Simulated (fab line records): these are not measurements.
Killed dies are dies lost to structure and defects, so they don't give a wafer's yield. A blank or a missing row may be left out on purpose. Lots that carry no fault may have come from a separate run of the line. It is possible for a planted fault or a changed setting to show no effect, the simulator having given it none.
The tool behind it: which one? | flow rit_cmos | Sampling: 7 lots, 21 wafers, 2 of 202 route steps

== WHAT THE GAUGES READ, wafer by wafer ==
RIT_PRETRO_OVL_MEAS_06.
lot  | measured    | on         | PRETRO_OVL (nm)
L906 | day 2 17:32 | overlay-01 | 2.4 -0.7 0.5
L908 | day 3 00:32 | overlay-02 | 0.4 2.1 0.5
L911 | day 3 14:59 | overlay-02 | 0.9 1.1 0.5
L915 | day 4 10:40 | overlay-02 | 1.6 0.6 -0.1
L926 | day 7 05:51 | overlay-02 | 3.0 -0.1 0.7
L928 | day 7 11:10 | overlay-02 | -0.5 2.0 1.8

== WHICH TOOL RAN EACH LOT (tool, then ch and the chambers of the sampled wafers, then the start) ==
lot  | RIT_ACTIVE_STRIP_14
L906 | plasma_asher-01 ch 0, day 1 22:32
L908 | plasma_asher-01 ch 0,1, day 2 07:39
L911 | plasma_asher-03 ch 0, day 2 21:24
L915 | plasma_asher-04 ch 0,1, day 3 17:23
L924 | plasma_asher-03 ch 0,1, day 5 15:00
L926 | plasma_asher-03 ch 0,1, day 6 09:11
L928 | plasma_asher-03 ch 0,1, day 6 15:22
- RIT_ACTIVE_STRIP_14: strips in O2, time 180 s.

== THE ANSWER, worked out from the rows above alone ==
Rule: the usual values come from the lots themselves. The widest of any qualifying gaps counts: lots, ordered by their means at a reading, are off when they make up no more than a third of the lots, leave a main group of 4 or more, and stand apart from it by 3 or more times the standard deviation of that group's means. Not used: any main group whose means are identical at the precision the tables above print for the reading. Also off: a lot with no number at a reading for which 4 or more lots have one. The other lots that the step has rows for count as sound.
No lot is off at any reading shown: from this, nothing can be told.

== WHAT HAD BEEN PUT IN BY THE SIMULATOR ==
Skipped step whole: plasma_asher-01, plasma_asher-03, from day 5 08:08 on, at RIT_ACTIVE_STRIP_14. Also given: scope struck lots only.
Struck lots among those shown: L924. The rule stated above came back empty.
